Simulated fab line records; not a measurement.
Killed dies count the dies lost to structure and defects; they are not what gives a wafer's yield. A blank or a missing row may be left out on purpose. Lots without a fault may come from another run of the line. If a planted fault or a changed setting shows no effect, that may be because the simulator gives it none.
Split-lot experiment || flow rit cmos || route with 202 steps; 5 lots, 23 wafers read

== ON THE SPLIT ==
At RIT_GATE_EXPOSE_13 (exposes mask M6, target cd 150 nm), the setting dose mj was moved away from the recipe's 380 on 9 of the 23 wafers read, by -6.9% to +3.0%. All remaining wafers had this setting at the recipe value.

== FROM THE SPLIT TO THE READING: what the file shows between them, 6 steps ==
- RIT_GATE_PEB_14
- RIT_GATE_DEVELOP_15: develop time 50 s
- RIT_GATE_CD_MEAS_16: target cd 150 nm
- RIT_GATE_HARDBAKE_18: time 60 s
- RIT_GATE_ETCH_19: etches poly-Si in SF6/CHF3/O2, stops on SiO2, time 165 s, target depth 312.5 nm
- RIT_GATE_STRIP_20: strips in O2, time 180 s

== THE READING ==
At RIT_GATE_CD_MEAS_90: cd nm in nanometres, against a target cd of 150 nm. A value of 151.0 nm with a standard deviation of 2.1 nm is what fault-free wafers of this fab line usually give.

{"wafer": "L074.1", "tool, chamber at the split": "iline stepper-02, 0", "dose mj as run": 371.7, "against the recipe": "-2.2%", "cd nm, nm": 165.9, "against lot-mates on the recipe": "+10.0"}
{"wafer": "L074.2", "tool, chamber at the split": "iline stepper-02, 0", "dose mj as run": 371.7, "against the recipe": "-2.2%", "cd nm, nm": 166.4, "against lot-mates on the recipe": "+10.5"}
{"wafer": "L074.3", "tool, chamber at the split": "iline stepper-02, 0", "dose mj as run": 380, "against the recipe": "recipe", "cd nm, nm": 155.8, "against lot-mates on the recipe": "-"}
{"wafer": "L074.5", "tool, chamber at the split": "iline stepper-02, 0", "dose mj as run": 380, "against the recipe": "recipe", "cd nm, nm": 154.6, "against lot-mates on the recipe": "-"}
{"wafer": "L074.6", "tool, chamber at the split": "iline stepper-02, 0", "dose mj as run": 380, "against the recipe": "recipe", "cd nm, nm": 157.3, "against lot-mates on the recipe": "-"}
{"wafer": "L079.1", "tool, chamber at the split": "iline stepper-02, 0", "dose mj as run": 380, "against the recipe": "recipe", "cd nm, nm": 149.8, "against lot-mates on the recipe": "-"}
{"wafer": "L079.2", "tool, chamber at the split": "iline stepper-02, 0", "dose mj as run": 367.6, "against the recipe": "-3.3%", "cd nm, nm": 165.7, "against lot-mates on the recipe": "+18.4"}
{"wafer": "L079.3", "tool, chamber at the split": "iline stepper-02, 0", "dose mj as run": 380, "against the recipe": "recipe", "cd nm, nm": 145.2, "against lot-mates on the recipe": "-"}
{"wafer": "L079.5", "tool, chamber at the split": "iline stepper-02, 0", "dose mj as run": 367.6, "against the recipe": "-3.3%", "cd nm, nm": 164.8, "against lot-mates on the recipe": "+17.5"}
{"wafer": "L079.6", "tool, chamber at the split": "iline stepper-02, 0", "dose mj as run": 380, "against the recipe": "recipe", "cd nm, nm": 146.9, "against lot-mates on the recipe": "-"}
{"wafer": "L080.1", "tool, chamber at the split": "iline stepper-01, 0", "dose mj as run": 391.3, "against the recipe": "+3.0%", "cd nm, nm": 134.9, "against lot-mates on the recipe": -16.0}
{"wafer": "L080.2", "tool, chamber at the split": "iline stepper-01, 0", "dose mj as run": 391.3, "against the recipe": "+3.0%", "cd nm, nm": 136.8, "against lot-mates on the recipe": -14.1}
{"wafer": "L080.3", "tool, chamber at the split": "iline stepper-01, 0", "dose mj as run": 380, "against the recipe": "recipe", "cd nm, nm": 151.5, "against lot-mates on the recipe": "-"}
{"wafer": "L080.4", "tool, chamber at the split": "iline stepper-01, 0", "dose mj as run": 380, "against the recipe": "recipe", "cd nm, nm": 150.3, "against lot-mates on the recipe": "-"}
{"wafer": "L080.5", "tool, chamber at the split": "iline stepper-01, 0", "dose mj as run": 391.3, "against the recipe": "+3.0%", "cd nm, nm": 137.3, "against lot-mates on the recipe": -13.6}
{"wafer": "L084.1", "tool, chamber at the split": "iline stepper-01, 0", "dose mj as run": 380, "against the recipe": "recipe", "cd nm, nm": 151.2, "against lot-mates on the recipe": "-"}
{"wafer": "L084.2", "tool, chamber at the split": "iline stepper-01, 0", "dose mj as run": 380, "against the recipe": "recipe", "cd nm, nm": 150.6, "against lot-mates on the recipe": "-"}
{"wafer": "L084.3", "tool, chamber at the split": "iline stepper-01, 0", "dose mj as run": 380, "against the recipe": "recipe", "cd nm, nm": 148.7, "against lot-mates on the recipe": "-"}
{"wafer": "L085.1", "tool, chamber at the split": "iline stepper-01, 0", "dose mj as run": 353.8, "against the recipe": "-6.9%", "cd nm, nm": 184.9, "against lot-mates on the recipe": "+34.4"}
{"wafer": "L085.2", "tool, chamber at the split": "iline stepper-01, 0", "dose mj as run": 380, "against the recipe": "recipe", "cd nm, nm": 149.6, "against lot-mates on the recipe": "-"}
{"wafer": "L085.4", "tool, chamber at the split": "iline stepper-01, 0", "dose mj as run": 380, "against the recipe": "recipe", "cd nm, nm": 150.8, "against lot-mates on the recipe": "-"}
{"wafer": "L085.5", "tool, chamber at the split": "iline stepper-01, 0", "dose mj as run": 353.8, "against the recipe": "-6.9%", "cd nm, nm": 187.3, "against lot-mates on the recipe": "+36.8"}
{"wafer": "L085.6", "tool, chamber at the split": "iline stepper-01, 0", "dose mj as run": 380, "against the recipe": "recipe", "cd nm, nm": 151.0, "against lot-mates on the recipe": "-"}

THE FIT
A straight line over all 23 wafers: cd nm changes by -5.06 nm for each +1% of dose mj; r = -0.98; the points scatter about the line by 3 nm.
The same after taking each lot's own level away (the mean of its wafers on the recipe; 23 wafers): -5.12 nm for each +1%; r = -1.00; scatter 1.2 nm.
The reading moves by 35 nm for the largest change in dose mj, on that fit.
Across the lots, their own levels run from 147.30 to 155.90 nm, a range of 4.1 times the standard deviation given above.
Hence the lot-to-lot level has little effect on the slope; both slopes agree.
Check: with one of the wafers moved furthest among these (-6.9%) left out of the fit, the line predicts +35.9 nm for it against its lot-mates. Against them it came out at +34.4 nm.

== THE WHOLE CHAIN: every reading that the file lists as answering this split, in the file's order ==
{"step": "RIT_GATE_CD_MEAS_16", "what it does": "target cd 150 nm", "reading": "cd nm", "change (the file's fit)": "-5.11 nm for each +1% of the setting", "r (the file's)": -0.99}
{"step": "RIT_GATE_ETCH_19", "what it does": "etches poly-Si in SF6/CHF3/O2, stops on SiO2, time 165 s, target depth 312.5 nm", "reading": "GATE.cd nm (the simulator's own value, which no gauge read)", "change (the file's fit)": "-5.16 nm for each +1% of the setting", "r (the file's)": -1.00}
{"step": "RIT_GATE_CD_MEAS_90", "what it does": "target cd 150 nm", "reading": "cd nm", "change (the file's fit)": "-5.16 nm for each +1% of the setting", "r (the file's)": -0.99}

== THE FILE'S OWN FIT ==
cd nm changes by -5.16 nm for each +1% of dose mj, r = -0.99.
